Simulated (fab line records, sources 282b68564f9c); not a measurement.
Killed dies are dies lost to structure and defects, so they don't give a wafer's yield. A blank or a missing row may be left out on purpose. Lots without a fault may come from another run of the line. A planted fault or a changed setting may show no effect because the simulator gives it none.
A struck lot beside a sound one | flow rit_cmos | 21 steps out of a route of 202
Sound: wafers L630.1, L630.2, L630.5. Struck: wafers L649.2, L649.4, L649.5. The cause comes at the end.
At each step with rows: each side's tool, then ch and its chambers, then its first start. Under that, the readings that differ: sound wafers | struck wafers | difference of the means | sigmas: that difference in standard deviations of wafers without a fault.
alike: readings whose means differ by less than 2 such deviations, and words and numbers that are the same on both sides. not compared: withheld readings, readings that some wafer has no value for, bounds like >300 that may hide the same value, and numbers for which the record gives no deviation and whose values overlap.
The two part at a step that has a row with sigmas, a row that says differs or no value, or rows on one side only. Numbers that don't overlap but have no deviation are shown without sigmas and don't part them. A reading that every wafer of one side lacks parts them only if that side has two wafers or more.

first, 6 steps without rows for these wafers: RIT_NWELL_HMDS_00 (prime time 60 s); RIT_NWELL_COAT_01 (resist thk 1300 nm); RIT_NWELL_SOFTBAKE_02 (time 60 s); RIT_NWELL_EXPOSE_03 (exposes mask M2, target cd 43900 nm); RIT_NWELL_PEB_04; RIT_NWELL_DEVELOP_05 (develop time 68 s).
RIT_NWELL_OVL_MEAS_06:
  sound on overlay-01, day 2 16:14; struck on overlay-02, day 6 11:45
  alike: NWELL_OVL
then, 2 steps without rows for these wafers: RIT_NWELL_HARDBAKE_07 (time 120 s); RIT_NWELL_IMPLANT_08.
RIT_NWELL_STRIP_09: strips in O2, time 180 s.
  sound on plasma_asher-03 ch 0,1, day 2 16:56; struck on plasma_asher-04 ch 0,1, day 6 12:11
  alike: drypump_motor_current_A
  not compared: rf_hours_counter_h
RIT_NWELL_TW_MEAS_10:
  sound on film_metro-01, day 2 17:07; struck on film_metro-01, day 6 12:22
  alike: NWELL_TW
then, 1 step without rows for these wafers: RIT_PWELL_HMDS_00 (prime time 60 s).
RIT_PWELL_COAT_01: resist thk 1300 nm.
  sound on litho_track-04 ch 0, day 2 17:20; struck on litho_track-01 ch 0, day 6 12:35
  reading                                    | sound                | struck               | difference | sigmas
  spin_speed_rpm (rpm)                       | 1999.4 2002.9 2001.0 | 1741.7 1740.2 1740.8 | -260.2     | -99 or more
  model.NOVOLAK_of_PWELL_COAT_01.thk_nm (nm) | 1303 1301 1302       | 1395 1397 1390       | +92        |
then, 4 steps without rows for these wafers: RIT_PWELL_SOFTBAKE_02 (time 60 s); RIT_PWELL_EXPOSE_03 (exposes mask M3, target cd 43700 nm); RIT_PWELL_PEB_04; RIT_PWELL_DEVELOP_05 (develop time 68 s).
RIT_PWELL_OVL_MEAS_06:
  sound on overlay-01, day 2 18:04; struck on overlay-02, day 6 13:18
  alike: PWELL_OVL
RIT_PWELL_HARDBAKE_07: time 120 s.
  sound on litho_track-01 ch 0, day 2 18:05; struck on litho_track-03 ch 0, day 6 13:22
  reading                                    | sound          | struck         | difference | sigmas
  model.NOVOLAK_of_PWELL_COAT_01.thk_nm (nm) | 1139 1138 1139 | 1219 1220 1215 | +79        |
then, 1 step without rows for these wafers: RIT_PWELL_IMPLANT_08.
RIT_M1_PROBE_99:
  the record has rows for the sound wafers here (prober-02, day 4 10:22) and none for the struck ones

WHERE THEY PART
First at RIT_PWELL_COAT_01; last, within this record, at RIT_M1_PROBE_99.

WHY: what the simulator had put in
Process parameter drift: litho_track-01, from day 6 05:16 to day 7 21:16, at RIT_PWELL_COAT_01. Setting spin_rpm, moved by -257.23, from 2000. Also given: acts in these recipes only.
